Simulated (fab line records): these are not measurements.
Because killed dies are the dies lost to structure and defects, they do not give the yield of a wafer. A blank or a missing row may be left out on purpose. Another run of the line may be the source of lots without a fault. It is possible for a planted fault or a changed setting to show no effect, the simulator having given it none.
fab line records | flow berkeleyCmos170
[record] lots = 6 wafers = 18 lastDay = 11
route steps=331 shown START@3 ZERO@6 NWELL@14
lots that met no fault: from a run of the same line without faults
startH: hours from the record's first day to the start of the lot's first wafer shown | waitH: hours since the lot's step before | " unchanged from the row above | L1.1+2: a single row standing in for several wafers | - no value, or no start was given | * or withheld: withheld | < > ~ a bound
route shown NAME@n: names a module that has steps shown in the file, with the first one's number in the route | usual: average and standard deviation across the fault-free wafers | same: alike in all rows | chamber/n: place in a boat | sites: the reading at each site | _std_site: how widely they spread, as a standard deviation | _edge_site: the outer-site mean with the inner-site mean subtracted | radiusMm: for every site, how far away it sits from the centre of the wafer | mask NAME#n: copy n | behind: tool/chamber where the wafer was last shaped | hold: reason for holding the lot/hours on hold/outcome of the hold | device: which transistor (n, p or np) failed to switch | end of line: the route-end tests of the same wafers | a step given without rows: its recipe and nothing more | killed: count of dies lost to structure and defects at first sort (not the wafer's yield) | map: a wafer's dies, x killed, . not, _ none there
set.NAME: the setting that was run; set.NAME@STEP: the one run at that earlier step | model.NAME: the simulator's own value behind a step, which no gauge read
lots at some steps of the route; a table a step, a row a wafer
services: from which hour (startH, from the record's first day; less than 0 if before it) a tool's chamber was out of use, for how many hours, and why
[[steps]]
[step UCB170_START_OXIDATION_02]
[recipe] tempC = 950 ambient = O2 targetThkA = 200 oxTimeS = 1800
[step UCB170_START_THK_MEAS_03]
[recipe] reads = SiO2_of_START_OXIDATION_02
[usual] START_OXIDE_THK = 20.0/0.32
// columns lot.wafer tool chamber startH waitH START_OXIDE_THK[nm]
L662.1 filmMetro-01 - 31.16 0.0 19.7
L662.3 " - " " 20.0
L662.5 " - " " 20.5
L670.2 filmMetro-04 - 67.85 0.0 20.1
L670.3 " - " " 19.7
L670.6 " - " " 19.9
L671.2 filmMetro-02 - 75.77 0.0 19.5
L671.3 " - " " 19.8
L671.4 " - " " 19.7
L672.3 filmMetro-01 - 85.12 0.0 20.1
L672.4 " - " " 20.2
L672.6 " - " " 20.3
L680.1 filmMetro-02 - 119.92 0.0 19.6
L680.3 " - " " 20.0
L680.5 " - " " 20.1
L682.2 filmMetro-04 - 129.99 0.0 19.6
L682.5 " - " " 19.3
L682.6 " - " " 19.6
[step UCB170_START_ANNEAL_04]
[recipe] tempC = 950 timeS = 1200 ambient = N2
[step UCB170_ZERO_HMDS_00]
[recipe] primeTimeS = 60 primeTempC = 100
[step UCB170_ZERO_COAT_01]
[recipe] resist = KrF spinRpm = 1500 resistThkNm = 900
[step UCB170_ZERO_SOFTBAKE_02]
[recipe] resist = KrF tempC = 130 timeS = 60
[step UCB170_ZERO_EXPOSE_03]
[recipe] maskId = PM_MARKS na = 0.5 sigmaOuter = 0.6 sourceShape = conventional targetCdNm = 4000 doseMj = 30
[step UCB170_ZERO_PEB_04]
[recipe] pebTempC = 130 pebTimeS = withheld resist = KrF
[step UCB170_ZERO_DEVELOP_05]
[recipe] developer = TMAH developTimeS = 45 resist = KrF devTempC = 21
[step UCB170_ZERO_ETCH_06]
[recipe] chemistry = CHF3/CF4/Ar target = SiO2 timeS = 12 pressureMtorr = 100 rfW = 500 CHF3_flow_sccm = 50 cf4FlowSccm = 10 Ar_flow_sccm = 120 overEtchFrac = 1.58
[usual] drypumpMotorCurrentA = 5.81/0.26 oesProductAu = 0.616/0.011 throttleValvePct = 9.23/0.13
[same] overEtchFrac = 1.58
// columns lot.wafer tool chamber startH waitH drypumpMotorCurrentA oesProductAu rfHoursCounterH throttleValvePct
L662.1 rieDiel-04 0 38.60 - 5.79 0.614 54 9.29
L662.3 " 3 " " 6.24 0.601 12 9.21
L662.5 " 1 " " 5.82 0.634 - 9.41
L670.2 rieDiel-02 0 74.56 - 6.24 0.608 168 9.16
L670.3 " 2 " " 5.69 0.604 13 9.13
L670.6 " 1 " " 5.74 0.611 - 8.96
L671.2 rieDiel-04 0 82.57 - 5.77 0.607 56 9.25
L671.3 " 2 " " 5.41 0.630 12 9.27
L671.4 " 3 " " 6.24 0.608 14 9.22
L672.3 rieDiel-01 3 94.29 - 5.39 0.642 50 9.15
L672.4 " 1 " " 5.57 0.608 48 9.34
L672.6 " 0 " " 6.01 0.618 - 9.11
L680.1 rieDiel-02 0 125.15 - 6.22 0.614 1 9.17
L680.3 " 1 " " 5.78 0.618 97 8.99
L680.5 " 0 " " 6.27 0.599 - 9.17
L682.2 rieDiel-01 1 132.51 - 5.58 0.612 50 9.33
L682.5 " 1 " " 5.58 0.620 - 9.32
L682.6 " 0 " " 6.10 0.616 - 9.11
[step UCB170_ZERO_STRIP_07]
[recipe] chemistry = O2 powerW = 400 pressureMtorr = 3500 platenTempC = withheld o2FlowSccm = 400 overashFraction = 0.5
[usual] drypumpMotorCurrentA = 6.1/0.34 oesProductAu = 0.727/0.0041 stripTimeToEndpointS = 21.46/0.053
// columns lot.wafer tool chamber startH waitH drypumpMotorCurrentA oesProductAu rfHoursCounterH stripTimeToEndpointS
L662.1 plasmaAsher-01 0 38.63 0.0 6.2 0.736 33 21.49
L662.3 " 1 " " 5.9 0.728 - 21.48
L662.5 " 0 " " 6.1 0.723 - 21.43
L670.2 plasmaAsher-01 0 74.59 0.0 6.2 0.725 37 21.46
L670.3 " 1 " " 5.9 0.728 - 21.47
L670.6 " 1 " " 5.9 0.731 - 21.38
L671.2 plasmaAsher-04 0 82.59 0.0 6.1 0.726 28 21.44
L671.3 " 0 " " 6.1 0.733 - 21.38
L671.4 " 1 " " 6.6 0.734 - 21.40
L672.3 plasmaAsher-01 1 94.34 0.0 5.9 0.727 - 21.49
L672.4 " 0 " " 6.2 0.724 - 21.54
L672.6 " 0 " " 6.2 0.724 - 21.52
L680.1 plasmaAsher-02 1 125.18 0.0 5.5 0.728 1 21.45
L680.3 " 1 " " 5.5 0.724 - 21.35
L680.5 " 1 " " 5.5 0.726 - 21.41
L682.2 plasmaAsher-02 0 132.53 0.0 6.4 0.722 2 21.43
L682.5 " 0 " " 6.4 0.727 - 21.52
L682.6 " 1 " " 5.5 0.727 - 21.50
[step UCB170_NWELL_WET_ETCH_00]
[recipe] chemistry = dHF dilution = 25:1 target = SiO2 tempC = 25 timeS = 200
[step UCB170_NWELL_OXIDATION_01]
[recipe] tempC = 1000 ambient = O2 targetThkA = 264 oxTimeS = 1260
[usual] oxTempC = 1000.1/0.4 oxTempCMax = 1004.4/1.1
// columns lot.wafer tool chamber startH waitH oxTempC oxTempCMax
L662.1 furnace-02 0 44.12 2.8 1000.0 1003.7
L662.3 " 0 " " 1001.0 1004.8
L662.5 " 0 " " 999.9 1004.0
L670.2 furnace-01 0 76.90 2.0 999.6 1005.6
L670.3 " 0 " " 999.8 1007.2
L670.6 " 0 " " 999.6 1004.8
L671.2 furnace-02 - 86.53 3.8 - -
L671.3 " - " " - -
L671.4 " - " " - -
L672.3 furnace-02 - 98.42 3.9 - -
L672.4 " - " " - -
L672.6 " - " " - -
L680.1 furnace-01 0 128.89 3.5 999.8 1004.4
L680.3 " 0 " " 1000.0 1004.5
L680.5 " 0 " " 999.7 1006.2
L682.2 furnace-03 0 136.10 0.6 1000.3 1002.3
L682.5 " 0 " " 999.9 1003.3
L682.6 " 0 " " 1000.1 1002.6
[step UCB170_NWELL_ANNEAL_03]
[recipe] tempC = 1000 timeS = 900 ambient = N2
[[services]]
// columns tool chamber startH hours kind
furnace-02 - 35.75 3.5 pm
furnace-03 - 35.98 3.8 pm
rieDiel-01 1 46.83 7.5 repair
rieDiel-04 3 56.84 7.7 repair
furnace-02 - 61.07 3.3 pm
rieDiel-01 3 68.73 12.7 repair
furnace-03 - 80.88 3.9 pm
rieDiel-02 0 83.86 - clean
rieDiel-02 0 83.86 15.9 scheduledDown
rieDiel-02 0 83.86 15.9 ventCycle
rieDiel-02 - 98.98 1.0 repair
rieDiel-02 3 105.46 8.0 repair
plasmaAsher-02 - 108.75 9.0 pm
plasmaAsher-02 0 108.75 9.0 ventCycle
plasmaAsher-02 1 108.75 9.0 ventCycle
furnace-02 - 109.38 4.3 pm
plasmaAsher-02 0 117.75 - clean
plasmaAsher-02 1 117.75 - clean
rieDiel-02 3 122.13 5.5 repair
plasmaAsher-02 - 126.81 1.4 repair
[[key]]
[firstSign] step = UCB170_NWELL_OXIDATION_01 reading = toolRecord direction = missing
effect none on later readings
metAt UCB170_NWELL_OXIDATION_01
struckWafers L671.2,L671.3,L671.4,L672.3,L672.4,L672.6
laterRowsLeftOut L671.2,L671.3,L671.4,L672.3,L672.4,L672.6
sortLeftOut L671.2,L671.3,L671.4,L672.3,L672.4,L672.6
testerLeftOut L671,L672
onsetBetween 44.12 86.53
[fault] kind = skippedStepWhole tool = furnace-02 chamber = - onsetH = 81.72 steps = UCB170_NWELL_OXIDATION_01 scope = struckLotsOnly
// testerLeftOut: of these lots the tester's yield and bins aren't shown, on N5 and GAA mostly nor the transistor test; their killed dies are dies lost to structure and defects alone, not to doping, threshold or leakage, so they don't give the yield
// sortLeftOut: the simulated sort isn't trusted on such a fault, so these wafers' sort isn't shown, and their yield isn't known
// laterRowsLeftOut: the simulator's readings of these wafers behind a module that went badly wrong aren't trusted and aren't shown, but for the sort
